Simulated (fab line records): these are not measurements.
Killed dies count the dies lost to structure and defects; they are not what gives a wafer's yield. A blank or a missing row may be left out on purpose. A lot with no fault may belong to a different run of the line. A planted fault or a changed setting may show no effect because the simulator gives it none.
fab line records | flow berkeley_cmos170
[record] lots = 5 | wafers = 15 | last_day = 12
route steps=331 shown PSD@185 NSD@187 BACKSIDE@199 SDANNEAL@204 PLDD@208 NLDD@209 SILICIDE@210
lots that met no fault: taken from a fault-free run of the same line
start_h: hours from the record's first day to the start of the lot's first wafer shown | wait_h: how many hours have passed since the lot's step before this one | " as in the row above | L1.1+2: one row covering several wafers at once | - either no value or no given start | * or withheld: withheld | < > ~ a bound
route shown NAME@n: NAME is a module with steps in the file, n the number in the route of the first one | usual: mean/standard deviation of fault-free wafers | same: alike in all rows | chamber/n: place in a boat | sites: per-site readings | _std_site: their standard deviation | _edge_site: inner sites' mean taken away from outer sites' mean | radius_mm: for every site, how far away it sits from the centre of the wafer | mask NAME#n: copy n | behind: the most recent tool/chamber to have shaped the wafer | hold: why the lot was held/for how many hours/how that ended | device: names the non-switching transistor (n, p or np) | end of line: the same wafers' tests at the end of the route | a step given without rows: its recipe and nothing more | killed: the dies lost at the first sort to structure and to defects; this is not the yield of the wafer | map: a wafer's dies, x killed, . not, _ none there
set.NAME: the setting that was run; set.NAME@STEP: the one run at that earlier step | model.NAME: the simulator's own value behind a step, which no gauge read
lots seen at some steps along the route; tables by step, rows by wafer
services: the hour from which a tool's chamber was out of use, counted from the record's first day as start_h (under 0 if before that day), plus the number of hours and why
[[steps]]
[step UCB170_PSD_TW_MEAS_10]
[usual] PSD_TW = 2330/24
lot.wafer | tool          | chamber | start_h | wait_h | PSD_TW
L074.3    | film_metro-02 | -       | 168.69  | 0.1    | 2354
L074.5    | "             | -       | "       | "      | 2365
L074.6    | "             | -       | "       | "      | 2358
L078.3    | film_metro-01 | -       | 179.08  | 0.1    | 2301
L078.5    | "             | -       | "       | "      | 2303
L078.6    | "             | -       | "       | "      | 2300
L082.2    | film_metro-02 | -       | 201.51  | 0.1    | 2339
L082.3    | "             | -       | "       | "      | 2348
L082.5    | "             | -       | "       | "      | 2342
L088.2    | film_metro-04 | -       | 223.81  | 0.1    | 2349
L088.4    | "             | -       | "       | "      | 2334
L088.6    | "             | -       | "       | "      | 2329
L096.1    | film_metro-04 | -       | 266.98  | 0.1    | 2349
L096.5    | "             | -       | "       | "      | 2330
L096.6    | "             | -       | "       | "      | 2335
[step UCB170_PSD_CLEAN_11]
[recipe] chemistry = SPM | temp_c = 120 | time_s = 600
[usual] bath_heat_duty_pct = 13.7/2
lot.wafer | tool         | chamber | start_h | wait_h | bath_heat_duty_pct
L074.3    | wet_bench-04 | 0       | 168.83  | 0.1    | 15.5
L074.5    | "            | 0       | "       | "      | 15.3
L074.6    | "            | 0       | "       | "      | 16.2
L078.3    | wet_bench-03 | 3       | 179.12  | 0.0    | 12.2
L078.5    | "            | 3       | "       | "      | 12.0
L078.6    | "            | 3       | "       | "      | 12.7
L082.2    | wet_bench-04 | 0       | 203.89  | 2.4    | 15.4
L082.3    | "            | 0       | "       | "      | 14.8
L082.5    | "            | 0       | "       | "      | 15.8
L088.2    | wet_bench-03 | 1       | 223.92  | 0.1    | 12.2
L088.4    | "            | 1       | "       | "      | 13.3
L088.6    | "            | 1       | "       | "      | 13.3
L096.1    | wet_bench-02 | 1       | 267.04  | 0.1    | 19.2
L096.5    | "            | 1       | "       | "      | 17.7
L096.6    | "            | 1       | "       | "      | 17.7
[step UCB170_NSD_HMDS_00]
[recipe] prime_time_s = 60 | prime_temp_c = 100
[same] prime_time_s = 60
lot.wafer  | tool           | chamber | start_h | wait_h
L074.3+5+6 | litho_track-02 | 0       | 169.08  | 0.1
L078.3+5+6 | litho_track-04 | 0       | 179.52  | 0.2
L082.2+3+5 | litho_track-04 | 0       | 204.39  | 0.3
L088.2+4+6 | litho_track-03 | 0       | 224.18  | 0.1
L096.1+5+6 | litho_track-04 | 0       | 267.32  | 0.1
[step UCB170_NSD_COAT_01]
[recipe] resist = KrF | spin_rpm = 1500 | resist_thk_nm = 900
lot.wafer  | tool           | chamber | start_h | wait_h
L074.3+5+6 | litho_track-02 | 0       | 169.23  | 0.1
L078.3+5+6 | litho_track-04 | 0       | 179.67  | 0.1
L082.2+3+5 | litho_track-04 | 0       | 204.54  | 0.1
L088.2+4+6 | litho_track-03 | 0       | 224.33  | 0.1
L096.1+5+6 | litho_track-04 | 0       | 267.47  | 0.1
[step UCB170_NSD_SOFTBAKE_02]
[recipe] resist = KrF | temp_c = 130 | time_s = 60
[usual] heater_power_total_W = 56.80/0.047
lot.wafer | tool           | chamber | start_h | wait_h | heater_power_total_W
L074.3    | litho_track-02 | 0       | 169.38  | 0.1    | 56.89
L074.5    | "              | 0       | "       | "      | 56.76
L074.6    | "              | 0       | "       | "      | 56.76
L078.3    | litho_track-04 | 0       | 179.82  | 0.1    | 56.71
L078.5    | "              | 0       | "       | "      | 56.77
L078.6    | "              | 0       | "       | "      | 56.86
L082.2    | litho_track-04 | 0       | 204.69  | 0.1    | 56.79
L082.3    | "              | 0       | "       | "      | 56.83
L082.5    | "              | 0       | "       | "      | 56.78
L088.2    | litho_track-03 | 0       | 224.48  | 0.1    | 56.76
L088.4    | "              | 0       | "       | "      | 56.81
L088.6    | "              | 0       | "       | "      | 56.84
L096.1    | litho_track-04 | 0       | 267.62  | 0.1    | 56.78
L096.5    | "              | 0       | "       | "      | 56.77
L096.6    | "              | 0       | "       | "      | 56.89
[step UCB170_NSD_EXPOSE_03]
[recipe] mask_id = NSELECT_MOD | na = 0.5 | sigma_outer = 0.6 | source_shape = conventional | target_cd_nm = 1200 | dose_mj = 30
lot.wafer  | tool           | chamber | start_h | wait_h | mask
L074.3+5+6 | krf_scanner-01 | 0       | 169.68  | 0.3    | NSELECT_MOD#0
L078.3+5+6 | krf_scanner-01 | 0       | 180.08  | 0.2    | NSELECT_MOD#0
L082.2+3+5 | krf_scanner-01 | 0       | 204.96  | 0.2    | NSELECT_MOD#0
L088.2+4+6 | krf_scanner-02 | 0       | 224.62  | 0.1    | NSELECT_MOD#0
L096.1+5+6 | krf_scanner-02 | 0       | 267.89  | 0.2    | NSELECT_MOD#0
[step UCB170_NSD_PEB_04]
[recipe] peb_temp_c = 130 | peb_time_s = withheld | resist = KrF
[usual] heater_power_total_W = 56.80/0.047
lot.wafer | tool           | chamber | start_h | wait_h | heater_power_total_W
L074.3    | litho_track-02 | 0       | 170.53  | 0.8    | 56.87
L074.5    | "              | 0       | "       | "      | 56.81
L074.6    | "              | 0       | "       | "      | 56.80
L078.3    | litho_track-02 | 0       | 180.21  | 0.1    | 56.86
L078.5    | "              | 0       | "       | "      | 56.86
L078.6    | "              | 0       | "       | "      | 56.80
L082.2    | litho_track-04 | 0       | 205.12  | 0.1    | 56.81
L082.3    | "              | 0       | "       | "      | 56.79
L082.5    | "              | 0       | "       | "      | 56.75
L088.2    | litho_track-03 | 0       | 224.74  | 0.1    | 56.84
L088.4    | "              | 0       | "       | "      | 56.83
L088.6    | "              | 0       | "       | "      | 56.77
L096.1    | litho_track-02 | 0       | 268.01  | 0.1    | 56.83
L096.5    | "              | 0       | "       | "      | 56.82
L096.6    | "              | 0       | "       | "      | 56.85
[step UCB170_NSD_DEVELOP_05]
[recipe] developer = TMAH | develop_time_s = 45 | resist = KrF | dev_temp_c = 21
lot.wafer  | tool           | chamber | start_h | wait_h
L074.3+5+6 | litho_track-02 | 0       | -       | -
L078.3+5+6 | litho_track-02 | 0       | -       | -
L082.2+3+5 | litho_track-04 | 0       | -       | -
L088.2+4+6 | litho_track-03 | 0       | -       | -
L096.1+5+6 | litho_track-02 | 0       | -       | -
[step UCB170_NSD_CD_MEAS_06]
[recipe] target_cd_nm = 1200
[usual] cd_nm = 1199.6/1.4
lot.wafer | tool      | chamber | start_h | wait_h | cd_nm
L074.3    | cd_sem-02 | -       | 170.80  | -      | 1199.7
L074.5    | "         | -       | "       | "      | 1199.9
L074.6    | "         | -       | "       | "      | 1200.5
L078.3    | cd_sem-01 | -       | 180.47  | -      | 1203.0
L078.5    | "         | -       | "       | "      | 1201.2
L078.6    | "         | -       | "       | "      | 1201.5
L082.2    | cd_sem-01 | -       | 205.39  | -      | 1199.5
L082.3    | "         | -       | "       | "      | 1200.3
L082.5    | "         | -       | "       | "      | 1200.0
L088.2    | cd_sem-02 | -       | 225.01  | -      | 1200.8
L088.4    | "         | -       | "       | "      | 1199.9
L088.6    | "         | -       | "       | "      | 1200.3
L096.1    | cd_sem-01 | -       | 268.29  | -      | 1199.0
L096.5    | "         | -       | "       | "      | 1199.6
L096.6    | "         | -       | "       | "      | 1200.7
[step UCB170_NSD_OVL_MEAS_07]
[usual] NSD_OVL = 0/4.9
lot.wafer | tool       | chamber | start_h | wait_h | NSD_OVL[nm]
L074.3    | overlay-02 | -       | 170.89  | 0.1    | -2
L074.5    | "          | -       | "       | "      | -5
L074.6    | "          | -       | "       | "      | -1
L078.3    | overlay-02 | -       | 180.57  | 0.1    | 3
L078.5    | "          | -       | "       | "      | 1
L078.6    | "          | -       | "       | "      | 6
L082.2    | overlay-01 | -       | 205.49  | 0.1    | -1
L082.3    | "          | -       | "       | "      | -1
L082.5    | "          | -       | "       | "      | -2
L088.2    | overlay-01 | -       | 225.12  | 0.1    | 7
L088.4    | "          | -       | "       | "      | -2
L088.6    | "          | -       | "       | "      | 2
L096.1    | overlay-01 | -       | 268.41  | 0.1    | 13
L096.5    | "          | -       | "       | "      | 4
L096.6    | "          | -       | "       | "      | -2
[step UCB170_NSD_IMPLANT_08]
[recipe] species = P | dose_cm2 = 3e+15 | energy_kev = 40 | tilt_deg = 7
[usual] beam_on_s = 10.00/0.2
[same] implant_ion_amu = 31
lot.wafer | tool         | chamber | start_h | wait_h | beam_on_s
L074.3    | implanter-03 | 0       | 170.97  | 0.1    | 10.16
L074.5    | "            | 0       | "       | "      | 10.06
L074.6    | "            | 0       | "       | "      | 9.69
L078.3    | implanter-04 | 0       | 180.64  | 0.1    | 10.16
L078.5    | "            | 0       | "       | "      | 10.22
L078.6    | "            | 0       | "       | "      | 10.16
L082.2    | implanter-03 | 0       | 205.55  | 0.0    | 10.02
L082.3    | "            | 0       | "       | "      | 10.19
L082.5    | "            | 0       | "       | "      | 9.54
L088.2    | implanter-02 | 0       | 225.17  | 0.0    | 10.26
L088.4    | "            | 0       | "       | "      | 9.99
L088.6    | "            | 0       | "       | "      | 10.20
L096.1    | implanter-03 | 0       | 268.44  | 0.0    | 9.76
L096.5    | "            | 0       | "       | "      | 10.13
L096.6    | "            | 0       | "       | "      | 9.92
[step UCB170_NSD_STRIP_09]
[recipe] chemistry = O2 | power_w = 400 | pressure_mtorr = 3500 | platen_temp_c = withheld | o2_flow_sccm = 400 | overash_fraction = 0.5
[usual] chamber_pressure_mTorr = 3500/3.1 | drypump_motor_current_A = 6.0/0.31 | oes_product_au = 0.534/0.0047 | strip_time_to_endpoint_s = 35.84/0.089
lot.wafer | tool            | chamber | start_h | wait_h | chamber_pressure_mTorr | drypump_motor_current_A | oes_product_au | rf_hours_counter_h | strip_time_to_endpoint_s
L074.3    | plasma_asher-02 | 1       | 171.10  | 0.1    | 3498                   | 6.1                     | 0.527          | -                  | 35.73
L074.5    | "               | 0       | "       | "      | 3501                   | 6.5                     | 0.530          | -                  | 35.75
L074.6    | "               | 1       | "       | "      | 3499                   | 6.1                     | 0.534          | -                  | 35.79
L078.3    | plasma_asher-03 | 1       | 180.78  | 0.1    | 3503                   | 5.7                     | 0.536          | -                  | 35.87
L078.5    | "               | 0       | "       | "      | 3503                   | 5.6                     | 0.536          | -                  | 35.83
L078.6    | "               | 1       | "       | "      | 3500                   | 5.7                     | 0.540          | -                  | 35.89
L082.2    | plasma_asher-03 | 1       | 205.67  | 0.1    | 3496                   | 5.7                     | 0.531          | 39                 | 35.80
L082.3    | "               | 0       | "       | "      | 3497                   | 5.7                     | 0.533          | -                  | 35.82
L082.5    | "               | 0       | "       | "      | 3501                   | 5.7                     | 0.542          | -                  | 35.77
L088.2    | plasma_asher-03 | 0       | 225.30  | 0.1    | 3502                   | 5.6                     | 0.528          | 41                 | 35.74
L088.4    | "               | 0       | "       | "      | 3496                   | 5.7                     | 0.532          | -                  | 35.77
L088.6    | "               | 0       | "       | "      | 3500                   | 5.6                     | 0.532          | -                  | 35.77
L096.1    | plasma_asher-02 | 1       | 268.59  | 0.1    | 3503                   | 6.1                     | 0.533          | 17                 | 35.79
L096.5    | "               | 0       | "       | "      | 3500                   | 6.6                     | 0.532          | -                  | 35.85
L096.6    | "               | 1       | "       | "      | 3496                   | 6.1                     | 0.533          | -                  | 35.93
[step UCB170_NSD_TW_MEAS_10]
[usual] NSD_TW = 4205/42
lot.wafer | tool          | chamber | start_h | wait_h | NSD_TW
L074.3    | film_metro-04 | -       | 171.19  | 0.1    | 4200
L074.5    | "             | -       | "       | "      | 4186
L074.6    | "             | -       | "       | "      | 4183
L078.3    | film_metro-02 | -       | 180.86  | 0.1    | 4247
L078.5    | "             | -       | "       | "      | 4259
L078.6    | "             | -       | "       | "      | 4226
L082.2    | film_metro-04 | -       | 205.78  | 0.1    | 4139
L082.3    | "             | -       | "       | "      | 4152
L082.5    | "             | -       | "       | "      | 4140
L088.2    | film_metro-04 | -       | 225.41  | 0.1    | 4207
L088.4    | "             | -       | "       | "      | 4210
L088.6    | "             | -       | "       | "      | 4173
L096.1    | film_metro-02 | -       | 268.69  | 0.1    | 4248
L096.5    | "             | -       | "       | "      | 4251
L096.6    | "             | -       | "       | "      | 4240
[step UCB170_NSD_CLEAN_11]
[recipe] chemistry = SPM | temp_c = 120 | time_s = 600
[usual] bath_heat_duty_pct = 13.5/2.4
lot.wafer | tool         | chamber | start_h | wait_h | bath_heat_duty_pct
L074.3    | wet_bench-02 | 2       | 171.23  | 0.0    | 10.9
L074.5    | "            | 2       | "       | "      | 11.6
L074.6    | "            | 2       | "       | "      | 10.7
L078.3    | wet_bench-01 | 3       | 181.04  | 0.2    | 14.9
L078.5    | "            | 3       | "       | "      | 15.1
L078.6    | "            | 3       | "       | "      | 12.8
L082.2    | wet_bench-02 | 0       | 205.83  | 0.0    | 13.8
L082.3    | "            | 0       | "       | "      | 13.3
L082.5    | "            | 0       | "       | "      | 15.0
L088.2    | wet_bench-01 | 0       | 225.46  | 0.0    | 11.0
L088.4    | "            | 0       | "       | "      | 11.5
L088.6    | "            | 0       | "       | "      | 11.3
L096.1    | wet_bench-02 | 0       | 268.75  | 0.1    | 14.9
L096.5    | "            | 0       | "       | "      | 13.8
L096.6    | "            | 0       | "       | "      | 14.6
[step UCB170_BACKSIDE_HMDS_00]
[recipe] prime_time_s = 60 | prime_temp_c = 100
[same] prime_time_s = 60
lot.wafer  | tool           | chamber | start_h | wait_h
L074.3+5+6 | litho_track-04 | 0       | 171.88  | 0.5
L078.3+5+6 | litho_track-02 | 0       | 181.83  | 0.6
L082.2+3+5 | litho_track-02 | 0       | 206.03  | 0.0
L088.2+4+6 | litho_track-02 | 0       | 225.92  | 0.3
L096.1+5+6 | litho_track-04 | 0       | 268.94  | 0.0
[step UCB170_BACKSIDE_COAT_01]
[recipe] resist = KrF | spin_rpm = 1500 | resist_thk_nm = 900
lot.wafer  | tool           | chamber | start_h | wait_h
L074.3+5+6 | litho_track-04 | 0       | 172.03  | 0.1
L078.3+5+6 | litho_track-02 | 0       | 181.98  | 0.1
L082.2+3+5 | litho_track-02 | 0       | 206.18  | 0.1
L088.2+4+6 | litho_track-02 | 0       | 226.07  | 0.1
L096.1+5+6 | litho_track-04 | 0       | 269.09  | 0.1
[step UCB170_BACKSIDE_SOFTBAKE_02]
[recipe] resist = KrF | temp_c = 130 | time_s = 60
[usual] heater_power_total_W = 56.80/0.041
lot.wafer | tool           | chamber | start_h | wait_h | heater_power_total_W
L074.3    | litho_track-04 | 0       | 172.18  | 0.1    | 56.80
L074.5    | "              | 0       | "       | "      | 56.85
L074.6    | "              | 0       | "       | "      | 56.82
L078.3    | litho_track-02 | 0       | 182.13  | 0.1    | 56.83
L078.5    | "              | 0       | "       | "      | 56.71
L078.6    | "              | 0       | "       | "      | 56.87
L082.2    | litho_track-02 | 0       | 206.33  | 0.1    | 56.84
L082.3    | "              | 0       | "       | "      | 56.82
L082.5    | "              | 0       | "       | "      | 56.86
L088.2    | litho_track-02 | 0       | 226.22  | 0.1    | 56.73
L088.4    | "              | 0       | "       | "      | 56.80
L088.6    | "              | 0       | "       | "      | 56.81
L096.1    | litho_track-04 | 0       | 269.24  | 0.1    | 56.79
L096.5    | "              | 0       | "       | "      | 56.67
L096.6    | "              | 0       | "       | "      | 56.81
[step UCB170_BACKSIDE_STRIP_03]
[recipe] chemistry = O2 | power_w = 400 | pressure_mtorr = 3500 | platen_temp_c = withheld | o2_flow_sccm = 400 | overash_fraction = 0.5
[usual] chamber_pressure_mTorr = 3500.2/3 | drypump_motor_current_A = 5.6/0.35 | oes_product_au = 0.734/0.005 | strip_time_to_endpoint_s = 22.00/0.058
lot.wafer | tool            | chamber | start_h | wait_h | chamber_pressure_mTorr | drypump_motor_current_A | oes_product_au | rf_hours_counter_h | strip_time_to_endpoint_s
L074.3    | plasma_asher-03 | 1       | 172.32  | 0.1    | 3499.5                 | 5.7                     | 0.733          | -                  | 22.01
L074.5    | "               | 1       | "       | "      | 3496.9                 | 5.7                     | 0.729          | -                  | 22.04
L074.6    | "               | 0       | "       | "      | 3503.3                 | 5.7                     | 0.732          | -                  | 21.98
L078.3    | plasma_asher-03 | 1       | 182.27  | 0.1    | 3494.8                 | 5.7                     | 0.733          | -                  | 21.95
L078.5    | "               | 0       | "       | "      | 3500.3                 | 5.6                     | 0.731          | -                  | 21.96
L078.6    | "               | 1       | "       | "      | 3498.7                 | 5.7                     | 0.740          | -                  | 21.95
L082.2    | plasma_asher-03 | 1       | 206.46  | 0.1    | 3500.4                 | 5.7                     | 0.737          | 39                 | 21.92
L082.3    | "               | 0       | "       | "      | 3497.4                 | 5.7                     | 0.736          | -                  | 21.98
L082.5    | "               | 1       | "       | "      | 3505.2                 | 5.8                     | 0.741          | -                  | 21.99
L088.2    | plasma_asher-03 | 0       | 226.34  | 0.1    | 3501.5                 | 5.7                     | 0.735          | 41                 | 22.04
L088.4    | "               | 0       | "       | "      | 3500.9                 | 5.7                     | 0.726          | -                  | 22.01
L088.6    | "               | 1       | "       | "      | 3500.9                 | 5.7                     | 0.742          | -                  | 21.97
L096.1    | plasma_asher-03 | 1       | 269.39  | 0.1    | 3500.5                 | 5.7                     | 0.738          | 45                 | 22.05
L096.5    | "               | 1       | "       | "      | 3496.9                 | 5.7                     | 0.731          | -                  | 22.06
L096.6    | "               | 0       | "       | "      | 3494.9                 | 5.7                     | 0.731          | -                  | 22.08
[step UCB170_BACKSIDE_CLEAN_04]
[recipe] chemistry = SPM | temp_c = 120 | time_s = 600
[usual] bath_heat_duty_pct = 13.6/1.8
lot.wafer | tool         | chamber | start_h | wait_h | bath_heat_duty_pct
L074.3    | wet_bench-01 | 1       | 172.38  | 0.0    | 15.2
L074.5    | "            | 1       | "       | "      | 14.1
L074.6    | "            | 1       | "       | "      | 14.3
L078.3    | wet_bench-01 | 3       | 182.55  | 0.3    | 14.4
L078.5    | "            | 3       | "       | "      | 14.3
L078.6    | "            | 3       | "       | "      | 13.1
L082.2    | wet_bench-01 | 2       | 206.56  | 0.1    | 12.8
L082.3    | "            | 2       | "       | "      | 11.5
L082.5    | "            | 2       | "       | "      | 12.3
L088.2    | wet_bench-03 | 0       | 226.44  | 0.1    | 11.3
L088.4    | "            | 0       | "       | "      | 12.4
L088.6    | "            | 0       | "       | "      | 11.4
L096.1    | wet_bench-01 | 3       | 269.49  | 0.1    | 15.1
L096.5    | "            | 3       | "       | "      | 13.5
L096.6    | "            | 3       | "       | "      | 14.1
[step UCB170_SDANNEAL_RTA_00]
[recipe] temp_c = 900 | time_s = 10 | ambient = N2
[usual] lamp_power_pct = 23.8/1.6 | wafer_temp_C_max = 903.2/1
lot.wafer | tool          | chamber | start_h | wait_h | lamp_power_pct | wafer_temp_C_max
L074.3    | rtp_anneal-02 | 0       | 172.58  | 0.0    | 25.2           | 902.9
L074.5    | "             | 0       | "       | "      | 25.2           | 903.7
L074.6    | "             | 0       | "       | "      | 25.2           | 904.8
L078.3    | rtp_anneal-01 | 0       | 182.75  | 0.0    | 22.1           | 903.9
L078.5    | "             | 0       | "       | "      | 22.1           | 902.5
L078.6    | "             | 0       | "       | "      | 22.0           | 902.4
L082.2    | rtp_anneal-02 | 0       | 206.74  | 0.0    | 25.2           | 904.3
L082.3    | "             | 0       | "       | "      | 25.2           | 905.2
L082.5    | "             | 0       | "       | "      | 25.2           | 903.4
L088.2    | rtp_anneal-02 | 0       | 226.63  | 0.0    | 25.2           | 903.9
L088.4    | "             | 0       | "       | "      | 25.3           | 905.0
L088.6    | "             | 0       | "       | "      | 25.2           | 903.7
L096.1    | rtp_anneal-02 | 0       | 269.68  | 0.0    | 25.2           | 903.1
L096.5    | "             | 0       | "       | "      | 25.2           | 902.0
L096.6    | "             | 0       | "       | "      | 25.3           | 905.5
[step UCB170_SDANNEAL_RTA_01]
[recipe] temp_c = 1050 | time_s = 5 | ambient = N2
[usual] lamp_power_pct = 36.7/2.4 | wafer_temp_C_max = 1053.9/1.1
lot.wafer | tool          | chamber | start_h | wait_h | lamp_power_pct | wafer_temp_C_max
L074.3    | rtp_anneal-02 | 0       | 172.65  | 0.1    | 39.0           | 1054.2
L074.5    | "             | 0       | "       | "      | 38.9           | 1054.3
L074.6    | "             | 0       | "       | "      | 39.0           | 1055.4
L078.3    | rtp_anneal-01 | 0       | 182.81  | 0.1    | 34.1           | 1054.1
L078.5    | "             | 0       | "       | "      | 34.1           | 1054.1
L078.6    | "             | 0       | "       | "      | 34.1           | 1053.2
L082.2    | rtp_anneal-02 | 0       | 206.81  | 0.1    | 39.0           | 1054.1
L082.3    | "             | 0       | "       | "      | 38.9           | 1056.2
L082.5    | "             | 0       | "       | "      | 38.9           | 1054.1
L088.2    | rtp_anneal-02 | 0       | 226.70  | 0.1    | 38.9           | 1054.7
L088.4    | "             | 0       | "       | "      | 39.0           | 1054.1
L088.6    | "             | 0       | "       | "      | 38.9           | 1053.6
L096.1    | rtp_anneal-02 | 0       | 269.75  | 0.1    | 38.9           | 1053.9
L096.5    | "             | 0       | "       | "      | 38.9           | 1053.1
L096.6    | "             | 0       | "       | "      | 38.9           | 1054.3
[step UCB170_SDANNEAL_RS_MEAS_02]
[recipe] thk_meas_gauge = four-point-probe
[usual] PSD_RS = 75.5/0.32
lot.wafer | tool          | chamber | start_h | wait_h | PSD_RS[ohm/sq]
L074.3    | film_metro-01 | -       | 172.72  | 0.1    | 75.1
L074.5    | "             | -       | "       | "      | 74.7
L074.6    | "             | -       | "       | "      | 75.0
L078.3    | film_metro-01 | -       | 182.89  | 0.1    | 75.3
L078.5    | "             | -       | "       | "      | 75.3
L078.6    | "             | -       | "       | "      | 75.5
L082.2    | film_metro-02 | -       | 206.88  | 0.1    | 75.6
L082.3    | "             | -       | "       | "      | 75.7
L082.5    | "             | -       | "       | "      | 75.7
L088.2    | film_metro-02 | -       | 226.76  | 0.1    | 75.6
L088.4    | "             | -       | "       | "      | 75.3
L088.6    | "             | -       | "       | "      | 75.3
L096.1    | film_metro-04 | -       | 269.81  | 0.0    | 75.4
L096.5    | "             | -       | "       | "      | 75.4
L096.6    | "             | -       | "       | "      | 75.3
[step UCB170_SDANNEAL_RS_MEAS_03]
[recipe] thk_meas_gauge = four-point-probe
[usual] NSD_RS = 37.23/0.092
lot.wafer | tool          | chamber | start_h | wait_h | NSD_RS[ohm/sq]
L074.3    | film_metro-01 | -       | 172.84  | 0.1    | 37.19
L074.5    | "             | -       | "       | "      | 37.07
L074.6    | "             | -       | "       | "      | 37.25
L078.3    | film_metro-01 | -       | 183.01  | 0.1    | 37.22
L078.5    | "             | -       | "       | "      | 37.24
L078.6    | "             | -       | "       | "      | 37.26
L082.2    | film_metro-02 | -       | 207.00  | 0.1    | 37.18
L082.3    | "             | -       | "       | "      | 37.25
L082.5    | "             | -       | "       | "      | 37.33
L088.2    | film_metro-02 | -       | 226.88  | 0.1    | 37.31
L088.4    | "             | -       | "       | "      | 37.34
L088.6    | "             | -       | "       | "      | 37.28
L096.1    | film_metro-04 | -       | 269.93  | 0.1    | 37.29
L096.5    | "             | -       | "       | "      | 37.34
L096.6    | "             | -       | "       | "      | 37.16
[step UCB170_SDANNEAL_RS_MEAS_04]
[recipe] thk_meas_gauge = four-point-probe
[usual] PLDD_RS = 1030.0/2.7
lot.wafer | tool          | chamber | start_h | wait_h | PLDD_RS[ohm/sq]
L074.3    | film_metro-01 | -       | 172.96  | 0.1    | 1027.6
L074.5    | "             | -       | "       | "      | 1028.1
L074.6    | "             | -       | "       | "      | 1027.9
L078.3    | film_metro-01 | -       | 183.13  | 0.1    | 1026.9
L078.5    | "             | -       | "       | "      | 1029.8
L078.6    | "             | -       | "       | "      | 1030.3
L082.2    | film_metro-02 | -       | 207.12  | 0.1    | 1028.0
L082.3    | "             | -       | "       | "      | 1026.2
L082.5    | "             | -       | "       | "      | 1028.6
L088.2    | film_metro-02 | -       | 227.00  | 0.1    | 1030.5
L088.4    | "             | -       | "       | "      | 1031.9
L088.6    | "             | -       | "       | "      | 1028.2
L096.1    | film_metro-04 | -       | 270.05  | 0.1    | 1026.4
L096.5    | "             | -       | "       | "      | 1026.1
L096.6    | "             | -       | "       | "      | 1027.3
[step UCB170_SDANNEAL_RS_MEAS_05]
[recipe] thk_meas_gauge = four-point-probe
[usual] NLDD_RS = 615.8/1.4
lot.wafer | tool          | chamber | start_h | wait_h | NLDD_RS[ohm/sq]
L074.3    | film_metro-01 | -       | 173.08  | 0.1    | 616.7
L074.5    | "             | -       | "       | "      | 616.6
L074.6    | "             | -       | "       | "      | 615.4
L078.3    | film_metro-01 | -       | 183.25  | 0.1    | 614.4
L078.5    | "             | -       | "       | "      | 613.5
L078.6    | "             | -       | "       | "      | 615.5
L082.2    | film_metro-02 | -       | 207.24  | 0.1    | 618.5
L082.3    | "             | -       | "       | "      | 618.4
L082.5    | "             | -       | "       | "      | 618.9
L088.2    | film_metro-02 | -       | 227.12  | 0.1    | 616.4
L088.4    | "             | -       | "       | "      | 616.0
L088.6    | "             | -       | "       | "      | 614.1
L096.1    | film_metro-04 | -       | 270.17  | 0.1    | 617.2
L096.5    | "             | -       | "       | "      | 618.0
L096.6    | "             | -       | "       | "      | 618.4
[step UCB170_SILICIDE_PRE_CLEAN_00]
[recipe] gas = Ar | preclean_etch_time_s = 60
lot.wafer  | tool           | chamber | start_h | wait_h
L074.3+5+6 | pvd_sputter-02 | -       | 173.16  | 0.1
L078.3+5+6 | pvd_sputter-04 | -       | 183.33  | 0.1
L082.2+3+5 | pvd_sputter-03 | -       | 207.34  | 0.1
L088.2+4+6 | pvd_sputter-04 | -       | 227.22  | 0.1
L096.1+5+6 | pvd_sputter-02 | -       | 270.29  | 0.1
[[services]]
tool            | chamber | start_h | hours | kind
plasma_asher-03 | -       | 150.70  | 2.0   | repair
implanter-03    | -       | 152.67  | 3.8   | repair
krf_scanner-02  | 0       | 167.21  | -     | calibration
implanter-04    | -       | 171.83  | 3.1   | repair
krf_scanner-01  | -       | 174.88  | 0.8   | pm
krf_scanner-02  | -       | 175.63  | 4.0   | pm
pvd_sputter-03  | -       | 191.94  | 6.4   | repair
krf_scanner-01  | 0       | 193.77  | -     | calibration
krf_scanner-01  | -       | 196.29  | 1.0   | pm
krf_scanner-01  | -       | 217.92  | 0.5   | repair
pvd_sputter-02  | -       | 219.44  | 0.5   | repair
krf_scanner-01  | -       | 221.55  | 10.1  | repair
pvd_sputter-03  | -       | 232.29  | 2.1   | repair
plasma_asher-02 | -       | 235.21  | 0.7   | repair
plasma_asher-03 | -       | 235.65  | 2.8   | pm
krf_scanner-01  | -       | 247.41  | 4.4   | pm
krf_scanner-02  | -       | 255.12  | 1.6   | repair
krf_scanner-01  | -       | 258.64  | 3.6   | pm
krf_scanner-02  | -       | 262.20  | 0.8   | pm
wet_bench-04    | -       | 266.30  | 1.9   | pm
[[key]]
fault none
